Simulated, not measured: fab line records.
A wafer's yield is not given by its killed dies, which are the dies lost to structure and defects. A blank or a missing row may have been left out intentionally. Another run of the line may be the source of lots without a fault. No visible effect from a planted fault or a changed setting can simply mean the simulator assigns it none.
Which tool was responsible? :: flow berkeley_cmos170 :: 39 wafers from 13 lots sampled at 5 of the route's 331 steps

## WHAT THE GAUGES READ, wafer by wafer
UCB170_NVT_TW_MEAS_09.
lot: L341
measured: day 5 14:28
on: film_metro-02
NVT_TW: 522 521 519

lot: L342
measured: day 5 20:32
on: film_metro-03
NVT_TW: 517 516 518

lot: L343
measured: day 6 03:56
on: film_metro-03
NVT_TW: 515 518 516

lot: L345
measured: day 6 13:07
on: film_metro-03
NVT_TW: 517 515 516

lot: L346
measured: day 6 13:35
on: film_metro-03
NVT_TW: 515 518 523

lot: L347
measured: day 6 19:29
on: film_metro-02
NVT_TW: 525 523 521

lot: L348
measured: day 6 19:44
on: film_metro-01
NVT_TW: 519 520 522

lot: L359
measured: day 9 01:38
on: film_metro-01
NVT_TW: 516 516 513

lot: L360
measured: day 9 01:54
on: film_metro-01
NVT_TW: 514 515 517

lot: L358
measured: day 9 01:55
on: film_metro-03
NVT_TW: 520 518 519

lot: L361
measured: day 9 17:51
on: film_metro-03
NVT_TW: 519 519 520

lot: L362
measured: day 10 02:52
on: film_metro-03
NVT_TW: 518 514 518

lot: L363
measured: day 10 02:58
on: film_metro-01
NVT_TW: 519 515 518

UCB170_GATE_CD_MEAS_12 targets a cd of 350 nm.
lot: L341
measured: day 6 09:11
on: cd_sem-02
cd_nm (nm): 348.4 350.3 349.1

lot: L342
measured: day 6 10:34
on: cd_sem-02
cd_nm (nm): 350.5 348.3 349.9

lot: L343
measured: day 6 17:11
on: cd_sem-01
cd_nm (nm): 346.0 345.3 345.8

lot: L345
measured: day 7 00:44
on: cd_sem-01
cd_nm (nm): 352.0 351.2 350.0

lot: L346
measured: day 7 00:58
on: cd_sem-02
cd_nm (nm): 350.4 349.7 349.3

lot: L347
measured: day 7 10:26
on: cd_sem-02
cd_nm (nm): 280.7 280.4 280.5

lot: L348
measured: day 7 10:16
on: cd_sem-02
cd_nm (nm): 351.5 349.9 350.9

lot: L359
measured: day 9 19:47
on: cd_sem-01
cd_nm (nm): 352.9 352.7 352.8

lot: L360
measured: day 9 20:16
on: cd_sem-02
cd_nm (nm): 348.6 347.8 349.4

lot: L358
measured: day 9 19:59
on: cd_sem-01
cd_nm (nm): 348.4 347.0 349.3

lot: L361
measured: day 10 11:02
on: cd_sem-02
cd_nm (nm): 350.9 352.1 350.4

lot: L362
measured: day 10 18:04
on: cd_sem-01
cd_nm (nm): 351.1 350.9 349.6

lot: L363
measured: day 10 18:17
on: cd_sem-01
cd_nm (nm): 350.7 350.4 350.8

UCB170_GATE_OVL_MEAS_13.
lot: L341
measured: day 6 09:17
on: overlay-02
GATE_OVL (nm): 1 -2 1

lot: L342
measured: day 6 10:40
on: overlay-02
GATE_OVL (nm): 1 -2 3

lot: L343
measured: day 6 17:19
on: overlay-02
GATE_OVL (nm): -2 -6 -14

lot: L345
measured: day 7 00:51
on: overlay-01
GATE_OVL (nm): 1 1 -5

lot: L346
measured: day 7 01:05
on: overlay-02
GATE_OVL (nm): -2 -1 -10

lot: L347
measured: day 7 10:31
on: overlay-02
GATE_OVL (nm): -2 -1 1

lot: L348
measured: day 7 10:23
on: overlay-02
GATE_OVL (nm): -2 10 8

lot: L359
measured: day 9 19:55
on: overlay-02
GATE_OVL (nm): -4 3 3

lot: L360
measured: day 9 20:23
on: overlay-01
GATE_OVL (nm): -7 2 -1

lot: L358
measured: day 9 20:05
on: overlay-02
GATE_OVL (nm): -2 -6 -1

lot: L361
measured: day 10 11:10
on: overlay-02
GATE_OVL (nm): 8 5 -4

lot: L362
measured: day 10 18:10
on: overlay-01
GATE_OVL (nm): -7 -9 -3

lot: L363
measured: day 10 18:24
on: overlay-02
GATE_OVL (nm): -5 -9 -6

UCB170_PLDD_OVL_MEAS_07.
lot: L341
measured: day 6 11:02
on: overlay-01
PLDD_OVL (nm): 0 0 -1

lot: L342
measured: day 6 12:55
on: overlay-01
PLDD_OVL (nm): -5 -8 3

lot: L343
measured: day 6 19:56
on: overlay-01
PLDD_OVL (nm): 3 6 2

lot: L345
measured: day 7 04:37
on: overlay-02
PLDD_OVL (nm): -3 -7 5

lot: L346
measured: day 7 04:11
on: overlay-02
PLDD_OVL (nm): -1 -4 -4

lot: L348
measured: day 7 13:25
on: overlay-01
PLDD_OVL (nm): -3 -2 -6

lot: L359
measured: day 9 21:26
on: overlay-01
PLDD_OVL (nm): -2 0 5

lot: L360
measured: day 9 22:01
on: overlay-01
PLDD_OVL (nm): 3 2 11

lot: L358
measured: day 9 21:44
on: overlay-02
PLDD_OVL (nm): 2 -3 0

lot: L361
measured: day 10 12:56
on: overlay-01
PLDD_OVL (nm): 5 -2 2

lot: L362
measured: day 10 20:10
on: overlay-02
PLDD_OVL (nm): -5 -4 -2

lot: L363
measured: day 10 20:41
on: overlay-01
PLDD_OVL (nm): 7 12 3

## WHAT TOOL EACH LOT RAN ON (gives the tool, then ch and the chambers of the sampled wafers, and finally the start)
lot: L341
UCB170_GATE_EXPOSE_09: krf_scanner-02 ch 0, day 6 08:47

lot: L342
UCB170_GATE_EXPOSE_09: krf_scanner-02 ch 0, day 6 10:10

lot: L343
UCB170_GATE_EXPOSE_09: krf_scanner-01 ch 0, day 6 16:47

lot: L345
UCB170_GATE_EXPOSE_09: krf_scanner-01 ch 0, day 7 00:20

lot: L346
UCB170_GATE_EXPOSE_09: krf_scanner-02 ch 0, day 7 00:35

lot: L347
UCB170_GATE_EXPOSE_09: krf_scanner-01 ch 0, day 7 09:49

lot: L348
UCB170_GATE_EXPOSE_09: krf_scanner-01 ch 0, day 7 09:40

lot: L359
UCB170_GATE_EXPOSE_09: krf_scanner-02 ch 0, day 9 19:24

lot: L360
UCB170_GATE_EXPOSE_09: krf_scanner-01 ch 0, day 9 19:46

lot: L358
UCB170_GATE_EXPOSE_09: krf_scanner-02 ch 0, day 9 19:34

lot: L361
UCB170_GATE_EXPOSE_09: krf_scanner-01 ch 0, day 10 10:39

lot: L362
UCB170_GATE_EXPOSE_09: krf_scanner-01 ch 0, day 10 17:22

lot: L363
UCB170_GATE_EXPOSE_09: krf_scanner-02 ch 0, day 10 17:35
- UCB170_GATE_EXPOSE_09: exposes mask POLY, target cd 350 nm.

## WHAT THE TOOLS THEMSELVES READ (means of the sampled wafers that have a number; where no wafer has one, the mark that the record gives instead)
The record holds no such reading with a usual standard deviation.

## THE ANSWER, worked out from the rows above alone
Rule: the usual values come from the lots themselves. The widest of any qualifying gaps counts: lots, ordered by their means at a reading, are off when they make up no more than a third of the lots, leave a main group of 4 or more, and stand apart from it by 3 or more times the standard deviation of that group's means. If all means in a main group match to the digits the tables above print for the reading, that group is not used. A lot without any number at a reading at which 4 lots or more have one is off too. All remaining lots with rows at the step are treated as sound. Order of review: gauges by route order, followed by the tools' own readings, for which a lot's mean as printed above is used. At the first step where some lot is off, the reading lying furthest off is the one used; lots without a number count as furthest.
Off at UCB170_GATE_CD_MEAS_12 (cd_nm): L347. Main group: mean 349.8 nm, sd 1.7.
If a tool, at a process step before that reading, ran all the lots that are off and no sound lot after the first of them, it fits. The gauges at UCB170_GATE_CD_MEAS_12 are tried like those tools. Not one of the candidates tried fits.

## WHAT WAS PUT IN BY THE SIMULATOR
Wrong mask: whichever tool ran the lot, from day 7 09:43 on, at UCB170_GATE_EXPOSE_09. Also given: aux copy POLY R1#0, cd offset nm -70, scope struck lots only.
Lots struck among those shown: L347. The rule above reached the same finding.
